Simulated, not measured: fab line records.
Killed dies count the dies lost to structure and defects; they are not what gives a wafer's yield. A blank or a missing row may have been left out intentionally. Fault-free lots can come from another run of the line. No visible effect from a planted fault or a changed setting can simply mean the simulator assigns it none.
2 desks, one fault ; flow berkeleyCmos170 ; every desk sees just its own numbers, and what lay behind them comes last

METROLOGY DESK
What the gauges read, lot by lot, whatever tool the lot ran on: means of the sampled wafers that have a number. The brackets show how far a lot's mean lies from the usual mean; more than 4 standard deviations puts the lot out of limits, marked OUT.
Columns: A = M2_AL_RS at UCB170_M2_RS_MEAS_02, usual 0.0322 ohm/sq; B = M2_AL_THK at UCB170_M2_THK_MEAS_03, usual 905 nm; C = cdNm at UCB170_M2_CD_MEAS_15, usual 700.0 nm
lot;first seen here;A;B;C
L403;day 8 16:20;0.0322;898;703.3
L410;day 10 08:50;0.0324;890;-
L412;day 10 09:53;0.0329;890;-
L419;day 12 00:51;0.0321;915;700.1
L420;day 12 02:09;0.0319;916;701.4
L424;day 13 00:41;0.0322;900;700.4
This desk's verdict: no lot among the 6 shows anything out of limits.

THE TOOL OWNER'S DESK: lithoTrack-03
The tool's own readings at UCB170_M2_DEVELOP_14 (develop time 45 s): means of the sampled wafers that have a number, for each lot that ran on this tool. The brackets show how far a lot's mean lies from the usual mean; more than 4 standard deviations puts the lot out of limits, marked OUT.
Columns: A = chillPlateTempC at UCB170_M2_DEVELOP_14, usual 23.00 C; B = exhaustPa at UCB170_M2_DEVELOP_14, usual 45.0 Pa
lot;first seen here;A;B
L424;day 13 03:00;23.11;43.9
This desk's finding: nothing out of limits on the one lot.

PUT TOGETHER
At the metrology desk, nothing out of limits was observed.
Nothing out of limits was seen by the tool owner's desk.

WHAT THE SIMULATOR HAD PUT IN
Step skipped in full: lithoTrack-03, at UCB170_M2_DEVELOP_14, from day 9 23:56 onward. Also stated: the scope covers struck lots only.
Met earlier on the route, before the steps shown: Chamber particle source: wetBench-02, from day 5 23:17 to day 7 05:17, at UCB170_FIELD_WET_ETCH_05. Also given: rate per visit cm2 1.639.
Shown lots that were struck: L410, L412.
